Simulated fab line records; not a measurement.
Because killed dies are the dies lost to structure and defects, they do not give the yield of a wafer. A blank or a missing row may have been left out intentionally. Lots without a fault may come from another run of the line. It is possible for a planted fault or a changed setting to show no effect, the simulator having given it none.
fab line records | flow rit_cmos
record: lots: 6 wafers: 18 last_day: 7
route steps=202 shown GATE@79 FOX2@80
lots that met no fault: taken from a fault-free run of the same line
start_h: the number of hours between the record's first day and the start of the first shown wafer of the lot | wait_h: how many hours have passed since the lot's step before this one | " identical to the entry in the row above | L1.1+2: several wafers, shown together as one row | - either no value or no given start | * or withheld: withheld | < > ~ a bound
route shown NAME@n: a module of which the file shows steps, and the number in the route of the first | usual: mean and standard deviation over wafers with no fault | same: alike in all rows | chamber/n: place in a boat | sites: each site's reading | _std_site: standard deviation of those values | _edge_site: outer sites' mean less inner sites' | radius_mm: for every site, how far away it sits from the centre of the wafer | mask NAME#n: copy n | behind: the last tool/chamber to shape the wafer | hold: reason for holding the lot/hours on hold/outcome of the hold | device: the transistor (n, p or np) that didn't switch | end of line: the route-end tests of the same wafers | step lacking rows: just its recipe | killed: count of dies lost to structure and defects at first sort (not the wafer's yield) | map: shows each die of a wafer: x if killed, . if not, _ if none is there
set.NAME: the setting as run; set.NAME@STEP: as run at that earlier step | model.NAME: the simulator's own value behind a step, which no gauge read
a table for each step, a row for each wafer; lots at some steps of the route
== steps ==
step: RIT_GATE_CLEAN_04
recipe: chemistry: dHF dilution: 50:1 time_s: 60 dry: n2_spin
step: RIT_FOX2_THK_MEAS_91
recipe: reads: SiO2_of_FOX2_OXIDATION_00
usual: FIELD_OXIDE_LEFT_2_THK: 255/4.8
columns lot.wafer tool chamber start_h wait_h FIELD_OXIDE_LEFT_2_THK[nm]
L617.2 film_metro-01 - 33.23 0.0 244
L617.3 " - " " 249
L617.4 " - " " 248
L623.2 film_metro-01 - 63.72 0.0 261
L623.3 " - " " 257
L623.6 " - " " 256
L630.3 film_metro-01 - 97.94 0.0 256
L630.5 " - " " 250
L630.6 " - " " 252
L631.1 film_metro-01 - 103.13 0.0 254
L631.4 " - " " 247
L631.5 " - " " 248
L632.1 film_metro-03 - 107.86 0.0 259
L632.2 " - " " 260
L632.4 " - " " 259
L638.1 film_metro-01 - 140.41 0.0 256
L638.4 " - " " 256
L638.5 " - " " 250
step: RIT_GATE_OXIDATION_05
recipe: temp_c: 900 ambient: O2 target_thk_a: 30 ox_time_s: 270
step: RIT_GATE_ANNEAL_06
recipe: temp_c: 900 time_s: 600 ambient: N2O
step: RIT_GATE_THK_MEAS_07
recipe: reads: SiO2_of_GATE_OXIDATION_05
usual: GATE_OXIDE_THK: 3.01/0.061
columns lot.wafer tool chamber start_h wait_h GATE_OXIDE_THK[nm]
L617.2 film_metro-02 - 35.11 0.0 3.02
L617.3 " - " " 2.97
L617.4 " - " " 2.94
L623.2 film_metro-01 - 67.50 0.0 2.95
L623.3 " - " " 2.99
L623.6 " - " " 2.96
L630.3 film_metro-02 - 100.64 0.0 2.97
L630.5 " - " " 2.94
L630.6 " - " " 2.88
L631.1 film_metro-01 - 105.62 0.0 3.03
L631.4 " - " " 3.03
L631.5 " - " " 2.96
L632.1 film_metro-01 - 112.83 0.0 3.00
L632.2 " - " " 2.99
L632.4 " - " " 2.98
L638.1 film_metro-03 - 143.62 0.0 3.09
L638.4 " - " " 3.02
L638.5 " - " " 3.10
step: RIT_GATE_CVD_08
recipe: material: poly-Si target_thk_nm: 250 temp_c: 610 precursor: SiH4 time_s: 2220 pressure_mtorr: 313.6 sih4_flow_sccm: 100
step: RIT_GATE_THK_MEAS_09
recipe: reads: poly-Si_of_GATE_CVD_08
usual: GATE_POLY_THK: 256.2/2.1
columns lot.wafer tool chamber start_h wait_h GATE_POLY_THK[nm]
L617.2 film_metro-03 - 36.79 0.0 256.5
L617.3 " - " " 257.2
L617.4 " - " " 257.5
L623.2 film_metro-01 - 70.34 0.0 254.8
L623.3 " - " " 251.2
L623.6 " - " " 255.5
L630.3 film_metro-03 - 103.13 0.0 256.8
L630.5 " - " " 254.7
L630.6 " - " " 257.8
L631.1 film_metro-02 - 108.10 0.0 257.1
L631.4 " - " " 258.2
L631.5 " - " " 257.6
L632.1 film_metro-02 - 114.50 0.0 257.1
L632.2 " - " " 258.5
L632.4 " - " " 256.5
L638.1 film_metro-03 - 146.66 0.0 256.4
L638.4 " - " " 256.8
L638.5 " - " " 255.0
step: RIT_GATE_HMDS_10
recipe: prime_time_s: 60 prime_temp_c: 140
step: RIT_GATE_COAT_11
recipe: resist: NOVOLAK spin_rpm: 4250 resist_thk_nm: 850
step: RIT_GATE_SOFTBAKE_12
recipe: resist: NOVOLAK temp_c: 90 time_s: 60
step: RIT_GATE_EXPOSE_13
recipe: mask_id: M6 na: 0.6 source_shape: conventional sigma_outer: 0.6 target_cd_nm: 150 dose_mj: 384.5
step: RIT_GATE_PEB_14
recipe: resist: NOVOLAK temp_c: withheld time_s: withheld
step: RIT_GATE_DEVELOP_15
recipe: resist: NOVOLAK develop_time_s: 50 dev_temp_c: 23
usual: chill_plate_temp_C: 22.99/0.11 develop_time_s: 50/0 resist_line_temp_C: 23.04/0.12
columns lot.wafer tool chamber start_h wait_h chill_plate_temp_C develop_time_s resist_line_temp_C
L617.2 litho_track-04 0 37 - 22.95 50 23.06
L617.3 " 0 " " 22.83 50 22.96
L617.4 " 0 " " 22.86 50 23.10
L623.2 litho_track-03 0 71 - 22.95 50 22.99
L623.3 " 0 " " 23.02 50 23.08
L623.6 " 0 " " 23.11 50 22.95
L630.3 litho_track-04 - 104 - - - -
L630.5 " - " " - - -
L630.6 " - " " - - -
L631.1 litho_track-04 - 109 - - - -
L631.4 " - " " - - -
L631.5 " - " " - - -
L632.1 litho_track-02 0 115 - 22.78 50 23.01
L632.2 " 0 " " 22.82 50 23.11
L632.4 " 0 " " 22.87 50 23.09
L638.1 litho_track-02 0 147 - 23.12 50 23.10
L638.4 " 0 " " 23.05 50 23.13
L638.5 " 0 " " 23.03 50 23.16
step: RIT_GATE_CD_MEAS_16
recipe: target_cd_nm: 150
usual: cd_nm: 149.2/2.8
columns lot.wafer tool chamber start_h wait_h cd_nm
L617.2 cd_sem-01 - 37.84 - 149.8
L617.3 " - " " 150.3
L617.4 " - " " 151.7
L623.2 cd_sem-02 - 71.38 - 151.6
L623.3 " - " " 149.1
L623.6 " - " " 151.4
L630.3 cd_sem-01 - 104.18 - -
L630.5 " - " " -
L630.6 " - " " -
L631.1 cd_sem-02 - 109.19 - -
L631.4 " - " " -
L631.5 " - " " -
L632.1 cd_sem-02 - 115.54 - 148.2
L632.2 " - " " 148.5
L632.4 " - " " 146.9
L638.1 cd_sem-02 - 147.57 - 144.8
L638.4 " - " " 144.7
L638.5 " - " " 145.6
== key ==
first_sign: step: RIT_GATE_DEVELOP_15 reading: tool_record direction: missing
effect none on later readings
met_at RIT_GATE_DEVELOP_15
struck_wafers L630.3,L630.5,L630.6,L631.1,L631.4,L631.5
later_rows_left_out L630.3,L630.5,L630.6,L631.1,L631.4,L631.5
sort_left_out L630.3,L630.5,L630.6,L631.1,L631.4,L631.5
tester_left_out L630,L631
onset_between 37 104
fault: kind: skipped_step_whole tool: litho_track-04 chamber: - onset_h: 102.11 steps: RIT_GATE_DEVELOP_15 scope: struck_lots_only
tester_left_out: of these lots the tester's yield and bins aren't shown, on N5 and GAA mostly nor the transistor test; their killed dies are dies lost to structure and defects alone, not to doping, threshold or leakage, so they don't give the yield
sort_left_out: the simulated sort isn't trusted on such a fault, so these wafers' sort isn't shown, and their yield isn't known
later_rows_left_out: the simulator's readings of these wafers behind a module that went badly wrong aren't trusted and aren't shown, but for the sort
